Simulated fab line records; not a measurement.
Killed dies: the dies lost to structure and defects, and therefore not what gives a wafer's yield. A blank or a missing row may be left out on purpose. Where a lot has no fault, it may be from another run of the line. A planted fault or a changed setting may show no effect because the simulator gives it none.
fab line records	flow rit-cmos
record lots=15	wafers=45	last-day=7
route steps=202 shown GATE@83 NLDD@106 SILICIDE@164 M1@185
lots that met no fault: taken from a fault-free run of the same line
start-h: hours from the record's opening day to when the first of the lot's shown wafers began	wait-h: hours elapsed since this lot's preceding step	" identical to the entry in the row above	L1.1+2: one row covering several wafers at once	- either no value or no given start	* or withheld: withheld	< > ~ a bound
route shown NAME@n: NAME is a module with steps in the file, n the number in the route of the first one	usual: mean/standard deviation of fault-free wafers	same: alike in all rows	chamber/n: place in a boat	sites: per-site readings	_std_site: standard deviation across them	_edge_site: the outer-site mean with the inner-site mean subtracted	radius-mm: how far each site lies from the wafer's centre	mask NAME#n: copy n	behind: the tool/chamber that last shaped the wafer	hold: why the lot went on hold/how many hours it stayed there/how the hold came to an end	device: transistor that didn't switch, given as n, p or np	end of line: tests run on the same wafers once the route is complete	for a step that has no rows: nothing shown but its recipe	killed: not the wafer's yield, but the dies lost to structure and defects at the first sort	map: shows each die of a wafer: x if killed, . if not, _ if none is there
set.NAME: the setting as run; set.NAME@STEP: as run at that earlier step	model.NAME: the simulator's own value behind a step, which no gauge read
a sample of lots followed through the steps of the route, with each step as a table and each wafer as a row
services: from which hour (start-h, from the record's first day; less than 0 if before it) a tool's chamber was out of use, for how many hours, and why
## steps
# step RIT_GATE_THK_MEAS_07
# recipe reads=SiO2_of_GATE_OXIDATION_05
# usual GATE_OXIDE_THK=3.03/0.063
lot.wafer	tool	chamber	start-h	wait-h	GATE_OXIDE_THK[nm]
L949.4	film-metro-03	-	35.14	0.0	2.95
L949.5	"	-	"	"	2.95
L949.6	"	-	"	"	3.01
L950.2	film-metro-04	-	38.30	0.0	2.98
L950.3	"	-	"	"	2.95
L950.4	"	-	"	"	2.94
L952.4	film-metro-04	-	49.83	0.0	3.07
L952.5	"	-	"	"	3.04
L952.6	"	-	"	"	3.07
L953.4	film-metro-03	-	54.27	0.0	2.91
L953.5	"	-	"	"	3.02
L953.6	"	-	"	"	2.98
L955.1	film-metro-01	-	63.95	0.0	2.95
L955.3	"	-	"	"	3.04
L955.6	"	-	"	"	2.99
L956.1	film-metro-04	-	68.75	0.0	3.09
L956.2	"	-	"	"	3.10
L956.4	"	-	"	"	3.05
L957.1	film-metro-01	-	73.83	0.0	2.91
L957.4	"	-	"	"	3.07
L957.6	"	-	"	"	2.92
L958.2	film-metro-01	-	78.36	0.0	3.02
L958.5	"	-	"	"	3.04
L958.6	"	-	"	"	3.05
L959.1	film-metro-03	-	85.45	0.0	3.03
L959.2	"	-	"	"	3.02
L959.4	"	-	"	"	3.11
L962.1	film-metro-01	-	98.87	0.0	3.10
L962.2	"	-	"	"	3.01
L962.3	"	-	"	"	3.07
L965.2	film-metro-03	-	116.10	0.0	3.11
L965.5	"	-	"	"	3.07
L965.6	"	-	"	"	3.08
L966.2	film-metro-01	-	119.36	0.0	3.00
L966.3	"	-	"	"	3.08
L966.5	"	-	"	"	3.06
L969.1	film-metro-04	-	135.29	0.0	3.10
L969.2	"	-	"	"	3.12
L969.3	"	-	"	"	3.03
L970.2	film-metro-01	-	139.85	0.0	3.05
L970.4	"	-	"	"	3.11
L970.5	"	-	"	"	3.09
L972.3	film-metro-03	-	148.99	0.0	3.19
L972.4	"	-	"	"	3.10
L972.6	"	-	"	"	3.04
# step RIT_NLDD_EXPOSE_03
# recipe mask-id=M7	na=0.57	target-cd-nm=40700	dose-mj=250
lot.wafer	tool	chamber	start-h	wait-h	mask
L949.4+5+6	iline-stepper-01	0	42.98	0.1	M7#0
L950.2+3+4	iline-stepper-01	0	46.24	0.1	M7#0
L952.4+5+6	iline-stepper-01	0	57.77	0.1	M7#0
L953.4+5+6	iline-stepper-01	0	61.10	0.1	M7#0
L955.1+3+6	iline-stepper-02	0	72.17	0.1	M7#0
L956.1+2+4	iline-stepper-02	0	76.40	0.1	M7#0
L957.1+4+6	iline-stepper-02	0	82.30	0.1	M7#0
L958.2+5+6	iline-stepper-02	0	86.02	0.1	M7#0
L959.1+2+4	iline-stepper-01	0	93.41	0.2	M7#0
L962.1+2+3	iline-stepper-01	0	107.19	0.2	M7#0
L965.2+5+6	iline-stepper-01	0	123.45	0.2	M7#0
L966.2+3+5	iline-stepper-01	0	127.03	0.1	M7#0
L969.1+2+3	iline-stepper-01	0	142.49	0.2	M7#0
L970.2+4+5	iline-stepper-01	0	146.63	0.1	M7#0
L972.3+4+6	iline-stepper-01	0	155.85	0.2	M7#0
# step RIT_NLDD_OVL_MEAS_06
# usual NLDD_OVL=1.7/1.4
lot.wafer	tool	chamber	start-h	wait-h	NLDD_OVL[nm]
L949.4	overlay-01	-	43.34	-	1.1
L949.5	"	-	"	"	0.4
L949.6	"	-	"	"	-0.4
L950.2	overlay-02	-	46.66	-	0.5
L950.3	"	-	"	"	2.0
L950.4	"	-	"	"	1.8
L952.4	overlay-02	-	58.13	-	1.3
L952.5	"	-	"	"	3.1
L952.6	"	-	"	"	1.6
L953.4	overlay-02	-	61.46	-	1.8
L953.5	"	-	"	"	0.6
L953.6	"	-	"	"	0.7
L955.1	overlay-01	-	72.57	-	5.3
L955.3	"	-	"	"	2.5
L955.6	"	-	"	"	3.9
L956.1	overlay-01	-	76.80	-	-296.3
L956.2	"	-	"	"	-297.5
L956.4	"	-	"	"	-296.3
L957.1	overlay-02	-	82.70	-	-298.3
L957.4	"	-	"	"	-298.0
L957.6	"	-	"	"	-298.3
L958.2	overlay-01	-	86.41	-	-297.7
L958.5	"	-	"	"	-296.2
L958.6	"	-	"	"	-295.4
L959.1	overlay-01	-	93.81	-	-2.2
L959.2	"	-	"	"	0.3
L959.4	"	-	"	"	0.4
L962.1	overlay-01	-	107.59	-	3.0
L962.2	"	-	"	"	1.5
L962.3	"	-	"	"	2.2
L965.2	overlay-02	-	123.84	-	1.3
L965.5	"	-	"	"	1.4
L965.6	"	-	"	"	3.2
L966.2	overlay-02	-	127.41	-	0.4
L966.3	"	-	"	"	0.1
L966.5	"	-	"	"	0.1
L969.1	overlay-02	-	142.89	-	0.8
L969.2	"	-	"	"	0.4
L969.3	"	-	"	"	1.0
L970.2	overlay-01	-	147.02	-	0.3
L970.4	"	-	"	"	1.6
L970.5	"	-	"	"	0.1
L972.3	overlay-01	-	156.23	-	3.3
L972.4	"	-	"	"	0.0
L972.6	"	-	"	"	1.4
# step RIT_SILICIDE_THK_MEAS_03
# recipe thk-meas-gauge=xrf	reads=Ti_of_SILICIDE_SPUTTER_01
# usual SILICIDE_TI_THK=29.9/0.37
lot.wafer	tool	chamber	start-h	wait-h	SILICIDE_TI_THK[nm]
L949.4	film-metro-01	-	52.63	0.1	29.4
L949.5	"	-	"	"	29.4
L949.6	"	-	"	"	29.6
L950.2	film-metro-03	-	55.46	0.1	29.7
L950.3	"	-	"	"	30.1
L950.4	"	-	"	"	29.8
L952.4	film-metro-04	-	67.13	0.1	29.5
L952.5	"	-	"	"	29.9
L952.6	"	-	"	"	29.6
L953.4	film-metro-04	-	70.41	0.1	30.0
L953.5	"	-	"	"	29.2
L953.6	"	-	"	"	29.9
L955.1	film-metro-04	-	82.62	0.1	29.1
L955.3	"	-	"	"	29.6
L955.6	"	-	"	"	29.4
L956.1	film-metro-03	-	88.00	0.1	30.0
L956.2	"	-	"	"	30.0
L956.4	"	-	"	"	29.8
L957.1	film-metro-04	-	91.56	0.1	29.5
L957.4	"	-	"	"	29.2
L957.6	"	-	"	"	29.6
L958.2	film-metro-04	-	95.27	0.1	30.1
L958.5	"	-	"	"	30.6
L958.6	"	-	"	"	30.1
L959.1	film-metro-04	-	103.99	0.1	30.3
L959.2	"	-	"	"	29.8
L959.4	"	-	"	"	30.0
L962.1	film-metro-04	-	116.34	0.1	29.7
L962.2	"	-	"	"	30.3
L962.3	"	-	"	"	30.0
L965.2	film-metro-04	-	132.66	0.1	30.1
L965.5	"	-	"	"	30.3
L965.6	"	-	"	"	29.5
L966.2	film-metro-03	-	136.27	0.1	29.7
L966.3	"	-	"	"	30.2
L966.5	"	-	"	"	29.9
L969.1	film-metro-03	-	151.55	0.1	30.3
L969.2	"	-	"	"	30.2
L969.3	"	-	"	"	30.9
L970.2	film-metro-04	-	155.66	0.1	30.0
L970.4	"	-	"	"	29.2
L970.5	"	-	"	"	29.8
L972.3	film-metro-03	-	164.87	0.1	29.8
L972.4	"	-	"	"	30.0
L972.6	"	-	"	"	29.8
# step RIT_M1_RS_MEAS_01
# recipe thk-meas-gauge=four-point-probe	reads=Al_of_M1_SPUTTER_00
# usual M1_AL_RS=0.0755/0.00081
lot.wafer	tool	chamber	start-h	wait-h	M1_AL_RS[ohm/sq]
L949.4	film-metro-02	-	55.61	0.2	0.0767
L949.5	"	-	"	"	0.0773
L949.6	"	-	"	"	0.0763
L950.2	film-metro-03	-	58.45	0.2	0.0752
L950.3	"	-	"	"	0.0756
L950.4	"	-	"	"	0.0756
L952.4	film-metro-03	-	69.93	0.2	0.0742
L952.5	"	-	"	"	0.0744
L952.6	"	-	"	"	0.0752
L953.4	film-metro-01	-	73.19	0.2	0.0751
L953.5	"	-	"	"	0.0754
L953.6	"	-	"	"	0.0749
L955.1	film-metro-02	-	85.50	0.2	0.0750
L955.3	"	-	"	"	0.0748
L955.6	"	-	"	"	0.0756
L956.1	film-metro-03	-	91.05	0.2	0.0745
L956.2	"	-	"	"	0.0746
L956.4	"	-	"	"	0.0742
L957.1	film-metro-03	-	94.62	0.2	0.0753
L957.4	"	-	"	"	0.0762
L957.6	"	-	"	"	0.0766
L958.2	film-metro-02	-	98.28	0.2	0.0742
L958.5	"	-	"	"	0.0746
L958.6	"	-	"	"	0.0739
L959.1	film-metro-02	-	106.87	0.2	0.0766
L959.2	"	-	"	"	0.0760
L959.4	"	-	"	"	0.0755
L962.1	film-metro-03	-	119.29	0.2	0.0749
L962.2	"	-	"	"	0.0762
L962.3	"	-	"	"	0.0747
L965.2	film-metro-02	-	135.55	0.2	0.0751
L965.5	"	-	"	"	0.0753
L965.6	"	-	"	"	0.0756
L966.2	film-metro-02	-	139.22	0.2	0.0755
L966.3	"	-	"	"	0.0761
L966.5	"	-	"	"	0.0755
L969.1	film-metro-02	-	154.34	0.2	0.0744
L969.2	"	-	"	"	0.0749
L969.3	"	-	"	"	0.0762
L970.2	film-metro-01	-	158.52	0.2	0.0761
L970.4	"	-	"	"	0.0765
L970.5	"	-	"	"	0.0756
L972.3	film-metro-01	-	167.77	0.2	0.0751
L972.4	"	-	"	"	0.0743
L972.6	"	-	"	"	0.0749
# step RIT_M1_PROBE_99
# usual killed_at_M0_to_M3=0.0/0.14	killed-at-contacts=0.1/0.23	killed-at-front-end=7.3/2.9	killed-dies=7.3/3	killed-open=3.6/1.8	killed-short=3.7/2.1
# same gross-dies=264	killed_at_M4_up=0	killed-at-back-side=0	killed-at-other=0
lot.wafer	tool	chamber	start-h	wait-h	killed_at_M0_to_M3	killed-at-contacts	killed-at-front-end	killed-dies	killed-open	killed-short
L958.2	prober-01	-	102.17	0.1	0	0	5	5	4	1
L958.5	prober-01	-	102.32	0.2	0	0	9	9	3	6
L958.6	prober-01	-	102.37	0.2	0	0	5	5	2	3
L965.2	prober-02	-	139.43	0.1	0	0	7	7	2	5
L965.5	prober-02	-	139.58	0.2	0	0	5	5	1	4
L965.6	prober-02	-	139.63	0.2	0	0	7	7	3	4
L966.2	prober-01	-	143.48	0.1	0	1	7	8	3	5
L966.3	prober-01	-	143.53	0.2	0	0	4	4	1	3
L966.5	prober-01	-	143.63	0.2	0	0	5	5	1	4
L969.1	prober-02	-	158.18	0.1	0	0	8	8	4	4
L969.2	prober-02	-	158.23	0.1	0	0	6	6	3	3
L969.3	prober-02	-	158.28	0.2	0	0	8	8	4	4
L970.2	prober-01	-	162.40	0.1	0	0	4	4	2	2
L970.4	prober-01	-	162.50	0.2	0	0	9	9	3	6
L970.5	prober-01	-	162.55	0.2	0	0	7	7	7	0
L972.3	prober-01	-	171.88	0.2	0	0	13	13	6	5
L972.4	prober-01	-	171.93	0.2	0	0	8	8	7	1
L972.6	prober-01	-	172.03	0.2	0	0	5	5	2	3
# killed by level:class
L958.2 GATE:geometric-particle:open=3 GATE:geometric-particle:short=1 REOX:geometric-particle:open=1
L958.5 GATE:geometric-particle:short=2 SPACER:geometric-particle:short=2 FOX1:geometric-particle:short=1 FOX2:geometric-particle:open=1 GATE:geometric-particle:open=1 SILICIDE:geometric-particle:open=1 SILICIDE:geometric-particle:short=1
L958.6 GATE:geometric-particle:short=2 FOX1:geometric-particle:short=1 FOX1:geometric-particle:open=1 REOX:geometric-particle:open=1
L965.2 GATE:geometric-particle:short=3 SILICIDE:geometric-particle:short=2 FOX1:geometric-particle:open=1 GATE:geometric-particle:open=1
L965.5 SILICIDE:geometric-particle:short=2 FOX1:geometric-particle:short=1 FOX2:geometric-particle:short=1 GATE:geometric-particle:open=1
L965.6 FOX1:geometric-particle:open=1 FOX1:geometric-particle:short=1 GATE:geometric-particle:short=1 GATE:geometric-particle:open=1 REOX:geometric-particle:open=1 SPACER:geometric-particle:short=1 SILICIDE:geometric-particle:short=1
L966.2 REOX:geometric-particle:short=2 FOX1:geometric-particle:open=1 GATE:geometric-particle:short=1 REOX:geometric-particle:open=1 SPACER:geometric-particle:short=1 SPACER:geometric-particle:open=1 CONTACT:geometric-particle:short=1
L966.3 FOX1:geometric-particle:short=2 FOX1:geometric-particle:open=1 REOX:geometric-particle:short=1
L966.5 GATE:geometric-particle:short=3 GATE:geometric-particle:open=1 REOX:geometric-particle:short=1
L969.1 GATE:geometric-particle:open=3 FOX2:geometric-particle:short=2 GATE:geometric-particle:short=2 SILICIDE:geometric-particle:open=1
L969.2 GATE:geometric-particle:open=2 SPACER:geometric-particle:short=2 FOX2:geometric-particle:open=1 REOX:geometric-particle:short=1
L969.3 GATE:geometric-particle:open=2 GATE:geometric-particle:short=1 FOX1:geometric-particle:open=1 FOX1:geometric-particle:short=1 SILICIDE:geometric-particle:short=1 SPACER:geometric-particle:short=1 SILICIDE:geometric-particle:open=1
L970.2 GATE:geometric-particle:short=1 GATE:geometric-particle:open=1 REOX:geometric-particle:short=1 SPACER:geometric-particle:open=1
L970.4 GATE:geometric-particle:short=2 SILICIDE:geometric-particle:short=2 SILICIDE:geometric-particle:open=2 FOX1:geometric-particle:short=1 FOX2:geometric-particle:short=1 REOX:geometric-particle:open=1
L970.5 FOX1:geometric-particle:open=2 REOX:geometric-particle:open=2 SILICIDE:geometric-particle:open=2 FOX2:geometric-particle:open=1
L972.3 GATE:geometric-particle:open=4 GATE:geometric-particle:short=4 NLDD:coat-microbubble-printed=2 FOX2:geometric-particle:open=1 REOX:geometric-particle:short=1 REOX:geometric-particle:open=1
L972.4 GATE:geometric-particle:open=4 FOX1:geometric-particle:short=1 FOX2:geometric-particle:open=1 REOX:geometric-particle:open=1 SPACER:geometric-particle:open=1
L972.6 GATE:geometric-particle:short=2 GATE:geometric-particle:open=2 REOX:geometric-particle:short=1
## services
tool	chamber	start-h	hours	kind
iline-stepper-02	0	34.41	-	calibration
iline-stepper-02	-	70.30	1.7	pm
iline-stepper-01	0	77.58	-	calibration
iline-stepper-02	-	109.03	2.4	repair
iline-stepper-02	-	127.35	-	consumable-replace:lamp
iline-stepper-01	-	148.07	1.7	pm
## key
first-sign step=RIT_NLDD_OVL_MEAS_06	reading=NLDD_OVL	direction=down	sigmas=99+	usual=1.7	struck=-297.1
effect none on later readings
met-at RIT_NLDD_EXPOSE_03
struck-lots L956,L957,L958
tester-left-out L956,L957,L958
not-acting-at RIT_GATE_THK_MEAS_07,RIT_SILICIDE_THK_MEAS_03,RIT_M1_RS_MEAS_01
onset-between 72.17 76.40
fault kind=scanner-matching-overlay	tool=iline-stepper-02	chamber=-	onset-h=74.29	steps=RIT_NLDD_EXPOSE_03	offset=-300
# tester-left-out: of these lots the tester's yield and bins aren't shown, on N5 and GAA mostly nor the transistor test; their killed dies are dies lost to structure and defects alone, not to doping, threshold or leakage, so they don't give the yield
